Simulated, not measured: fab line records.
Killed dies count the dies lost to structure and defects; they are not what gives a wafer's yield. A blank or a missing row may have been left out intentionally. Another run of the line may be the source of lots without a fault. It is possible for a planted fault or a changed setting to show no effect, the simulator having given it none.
Comparing a struck lot with a sound one + flow rit_cmos + 44 out of 202 route steps
Sound: wafers L727.2, L727.5, L727.6. The struck wafers were L742.2, L742.4, L742.6. Last of all comes the cause.
Per side, at each step with rows, come the tool, then ch with its chambers, and then its first start. Under that, the readings that differ: sound wafers + struck wafers + difference of the means + sigmas: that difference in standard deviations of wafers without a fault.
alike: a reading whose means differ by less than 2 such deviations, as well as words and numbers matching on both sides. not compared: withheld readings; readings where some wafer has no value; bounds like >300 that might hide an equal value; numbers whose values overlap and for which the record gives no deviation.
Wherever a step has rows on one side only, a row that says differs or no value, or a row with sigmas, the two part there. When numbers do not overlap yet have no deviation, they are printed without sigmas and do not part them. Lack of a reading on every wafer of one side parts them only where that side has two or more wafers.

first, 3 steps without rows for these wafers: RIT_REOX_CLEAN_01 (cleans in dHF, time 30 s); RIT_REOX_CLEAN_02 (cleans in SC2, time 600 s); RIT_REOX_OXIDATION_03 (target thk 25.2 nm, ox time 5580 s).
RIT_REOX_THK_MEAS_04:
  sound: film_metro-01 at day 3 09:35; struck: film_metro-01 at day 6 11:58
  alike: REOX_OXIDE_THK
then, 6 steps without rows for these wafers: RIT_NLDD_HMDS_00 (prime time 60 s); RIT_NLDD_COAT_01 (resist thk 1000 nm); RIT_NLDD_SOFTBAKE_02 (time 60 s); RIT_NLDD_EXPOSE_03 (exposes mask M7, target cd 40700 nm); RIT_NLDD_PEB_04; RIT_NLDD_DEVELOP_05 (develop time 50 s).
RIT_NLDD_OVL_MEAS_06:
  sound: overlay-01 at day 3 10:29; struck: overlay-02 at day 6 12:56
| reading       | sound          | struck      | difference | sigmas |
|---------------|----------------|-------------|------------|--------|
| NLDD_OVL (nm) | -1.1 -4.0 -2.9 | 0.9 1.0 0.0 | +3.3       | +3     |
then, 1 step without rows for these wafers: RIT_NLDD_HARDBAKE_07 (time 60 s).
RIT_NLDD_IMPLANT_08:
  sound on implanter-01 ch 0, day 3 10:41; struck on implanter-03 ch 0, day 6 13:08
| reading            | sound             | struck            | difference | sigmas |
|--------------------|-------------------|-------------------|------------|--------|
| tilt_deg (degrees) | 6.984 7.030 7.000 | 6.076 6.061 6.026 | -0.950     | -48    |
RIT_NLDD_STRIP_09: strips in O2, time 180 s.
  sound on plasma_asher-03 ch 0,1, day 3 10:49; struck on plasma_asher-03 ch 1, day 6 13:16
  alike: drypump_motor_current_A, o2_flow_sccm
  not compared: rf_hours_counter_h
RIT_NLDD_TW_MEAS_10:
  sound: film_metro-04 at day 3 11:00; struck: film_metro-01 at day 6 13:27
  alike: NLDD_TW
then, 6 steps without rows for these wafers: RIT_PLDD_HMDS_00 (prime time 60 s); RIT_PLDD_COAT_01 (resist thk 1000 nm); RIT_PLDD_SOFTBAKE_02 (time 60 s); RIT_PLDD_EXPOSE_03 (exposes mask M8, target cd 40900 nm); RIT_PLDD_PEB_04; RIT_PLDD_DEVELOP_05 (develop time 50 s).
RIT_PLDD_OVL_MEAS_06:
  sound: overlay-01 at day 3 11:55; struck: overlay-01 at day 6 14:22
  alike: PLDD_OVL
then, 2 steps without rows for these wafers: RIT_PLDD_HARDBAKE_07 (time 60 s); RIT_PLDD_IMPLANT_08.
RIT_PLDD_STRIP_09: strips in O2, time 180 s.
  sound on plasma_asher-03 ch 0,1, day 3 12:14; struck on plasma_asher-02 ch 0,1, day 6 14:43
  alike: drypump_motor_current_A, o2_flow_sccm
  not compared: rf_hours_counter_h
RIT_PLDD_TW_MEAS_10:
  sound: film_metro-04 at day 3 12:25; struck: film_metro-01 at day 6 14:54
  alike: PLDD_TW
then, 4 steps without rows for these wafers: RIT_SPACER_CLEAN_00 (cleans in SC1, time 600 s); RIT_SPACER_CLEAN_01 (cleans in dHF, time 30 s); RIT_SPACER_CLEAN_02 (cleans in SC2, time 600 s); RIT_SPACER_CVD_03 (deposits Si3N4 from SiH2Cl2/NH3, target thk 250 nm, time 3300 s).
RIT_SPACER_THK_MEAS_04:
  sound: film_metro-03 at day 3 14:46; struck: film_metro-04 at day 6 17:15
  alike: SPACER_NITRIDE_THK
RIT_SPACER_ETCHBACK_05: etches Si3N4 in SF6/CHF3, stops on SiO2, target depth 250 nm, time 240 s.
  sound on rie_diel-04 ch 2,3, day 3 14:49; struck on rie_diel-02 ch 1,2,3, day 6 17:18
  alike: drypump_motor_current_A, oes_product_au, throttle_valve_pct
  not compared: rf_hours_counter_h
then, 6 steps without rows for these wafers: RIT_NSD_HMDS_00 (prime time 60 s); RIT_NSD_COAT_01 (resist thk 1000 nm); RIT_NSD_SOFTBAKE_02 (time 60 s); RIT_NSD_EXPOSE_03 (exposes mask M9, target cd 40700 nm); RIT_NSD_PEB_04; RIT_NSD_DEVELOP_05 (develop time 50 s).
RIT_NSD_OVL_MEAS_06:
  sound: overlay-02 at day 3 15:49; struck: overlay-02 at day 6 18:18
  alike: NSD_OVL
then, 2 steps without rows for these wafers: RIT_NSD_HARDBAKE_07 (time 60 s); RIT_NSD_IMPLANT_08.
RIT_NSD_STRIP_09: strips in O2, time 180 s.
  sound on plasma_asher-02 ch 0,1, day 3 16:09; struck on plasma_asher-02 ch 0,1, day 6 18:38
  alike: drypump_motor_current_A, o2_flow_sccm
  not compared: rf_hours_counter_h
RIT_SDANNEAL_RS_MEAS_07: measurement is done with a four-point probe.
  sound: film_metro-01 at day 3 18:37; struck: film_metro-01 at day 6 21:13
| reading          | sound             | struck | difference                    | sigmas |
|------------------|-------------------|--------|-------------------------------|--------|
| NLDD_RS (ohm/sq) | 150.7 151.1 151.0 | - - -  | no value on the struck wafers |        |
RIT_M1_PROBE_99:
  sound: prober-02 at day 4 01:47; struck: prober-01 at day 7 04:22
| reading                             | sound                | struck               | difference | sigmas |
|-------------------------------------|----------------------|----------------------|------------|--------|
| model.etest.nmos_turned.drive_ua_um | 326.6 332 318.5      | 389.5 381.8 383.5    | +59.2      |        |
| model.etest.nmos_0p15.overlap_ff_um | 0.2442 0.2474 0.2426 | 0.2689 0.2621 0.2653 | +0.0207    |        |
  alike: killed_at_contacts, killed_at_front_end, killed_dies, killed_open, killed_short

== WHERE THEY PART ==
Earliest at RIT_NLDD_OVL_MEAS_06; latest, in this record, at RIT_SDANNEAL_RS_MEAS_07. Later steps at which nothing parts them and some readings are alike: RIT_M1_PROBE_99.

WHY: what had been put in by the simulator
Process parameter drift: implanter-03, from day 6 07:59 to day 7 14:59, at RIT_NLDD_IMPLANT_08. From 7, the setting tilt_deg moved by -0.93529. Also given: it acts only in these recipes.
